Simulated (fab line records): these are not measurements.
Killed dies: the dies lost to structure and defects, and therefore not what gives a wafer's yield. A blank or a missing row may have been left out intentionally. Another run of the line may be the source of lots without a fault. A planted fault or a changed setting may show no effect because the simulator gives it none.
A struck lot beside a sound one -- flow ritCmos -- 26 out of 202 route steps
Sound: wafers L582.3, L582.5, L582.6. Wafers L592.3, L592.5, L592.6 were the ones struck. Last of all comes the cause.
Per side, at each step with rows, come the tool, then ch with its chambers, and then its first start. Under that, the readings that differ: sound wafers -- struck wafers -- difference of the means -- sigmas: that difference in standard deviations of wafers without a fault.
alike: readings whose means differ by less than 2 such deviations, and words and numbers that are the same on both sides. not compared: withheld readings, readings that some wafer has no value for, bounds like >300 that may hide the same value, and numbers for which the record gives no deviation and whose values overlap.
Wherever a step has rows on one side only, a row that says differs or no value, or a row with sigmas, the two part there. Non-overlapping numbers with no deviation appear without sigmas and do not part them. A reading that every wafer of one side lacks parts them only if that side has two wafers or more.

first, 1 step without rows for these wafers: RIT_PRETRO_IMPLANT_08.
RIT_PRETRO_STRIP_09: strips in O2, time 180 s.
  sound on plasmaAsher-01 ch 0,1, day 2 10:08; struck on plasmaAsher-03 ch 0,1, day 4 11:07
  alike: drypumpMotorCurrentA
  not compared: rfHoursCounterH
RIT_PRETRO_TW_MEAS_10:
  sound on filmMetro-04, day 2 10:16; struck on filmMetro-02, day 4 11:14
reading,sound,struck,difference,sigmas
PRETRO_TW,481 480 481,474 471 470,-9,-3
then, 5 steps without rows for these wafers: RIT_GATE_WET_ETCH_00 (etches SiO2 in BOE, target depth 56 nm, time 60 s); RIT_GATE_CLEAN_01 (cleans in SC1, time 600 s); RIT_GATE_CLEAN_02 (cleans in dHF, time 30 s); RIT_GATE_CLEAN_03 (cleans in SC2, time 600 s); RIT_GATE_CLEAN_04 (cleans in dHF, time 60 s).
RIT_FOX2_THK_MEAS_91:
  sound on filmMetro-01, day 2 10:44; struck on filmMetro-02, day 4 11:44
  alike: FIELD_OXIDE_LEFT_2_THK
then, 2 steps without rows for these wafers: RIT_GATE_OXIDATION_05 (target thk 3 nm, ox time 270 s); RIT_GATE_ANNEAL_06 (time 600 s).
RIT_GATE_THK_MEAS_07:
  sound on filmMetro-03, day 2 13:17; struck on filmMetro-03, day 4 15:25
  alike: GATE_OXIDE_THK
RIT_GATE_CVD_08: deposits poly-Si from SiH4, target thk 250 nm, time 2220 s.
  sound on lpcvd-01 ch 1, day 2 13:19; struck on lpcvd-01 ch 0, day 4 15:28
reading,sound,struck,difference,sigmas
model.poly-Si_of_GATE_CVD_08.thkNm (nm),246.5 243.9 245,372.3 372.7 372.9,+127.5,
RIT_GATE_THK_MEAS_09:
  sound on filmMetro-01, day 2 14:57; struck on filmMetro-02, day 4 17:06
reading,sound,struck,difference,sigmas
GATE_POLY_THK (nm),246.7 244.1 245.0,372.3 372.7 372.9,+127.4,+49
then, 6 steps without rows for these wafers: RIT_GATE_HMDS_10 (prime time 60 s); RIT_GATE_COAT_11 (resist thk 850 nm); RIT_GATE_SOFTBAKE_12 (time 60 s); RIT_GATE_EXPOSE_13 (exposes mask M6, target cd 150 nm); RIT_GATE_PEB_14; RIT_GATE_DEVELOP_15 (develop time 50 s).
RIT_GATE_CD_MEAS_16: target cd 150 nm.
  sound on cdSem-01, day 2 15:58; struck on cdSem-02, day 4 18:09
  alike: cdNm
RIT_GATE_OVL_MEAS_17:
  sound on overlay-01, day 2 16:04; struck on overlay-02, day 4 18:15
  alike: GATE_OVL
then, 1 step without rows for these wafers: RIT_GATE_HARDBAKE_18 (time 60 s).
RIT_GATE_ETCH_19: etches poly-Si in SF6/CHF3/O2, stops on SiO2, time 165 s, target depth 312.5 nm.
  sound on rieSi-01 ch 0,1, day 2 16:14; struck on rieSi-01 ch 0,2, day 4 18:25
reading,sound,struck,difference,sigmas
oesProductAu (a.u.),0.828 0.827 0.837,0.958 0.986 0.965,+0.139,+10
model.GATE.featureDepthNm (nm),246.5 243.9 245,297.9 309.6 298.6,+56.9,
model.etch.depthNm (nm),246.5 243.9 245,297.9 309.6 298.6,+56.9,
  alike: SF6_flow_sccm, drypumpMotorCurrentA, throttleValvePct
  not compared: rfHoursCounterH
RIT_GATE_STRIP_20: strips in O2, time 180 s.
  sound on plasmaAsher-04 ch 0,1, day 2 16:24; struck on plasmaAsher-04 ch 0,1, day 4 18:35
  alike: drypumpMotorCurrentA
  not compared: rfHoursCounterH
RIT_M1_PROBE_99:
  rows exist in the record for the struck wafers here (prober-02, day 5 15:23), but not for the sound ones

## WHERE THEY PART
Last at RIT_M1_PROBE_99 as far as this record goes, first at RIT_PRETRO_TW_MEAS_10.

WHY: whatever the simulator had introduced
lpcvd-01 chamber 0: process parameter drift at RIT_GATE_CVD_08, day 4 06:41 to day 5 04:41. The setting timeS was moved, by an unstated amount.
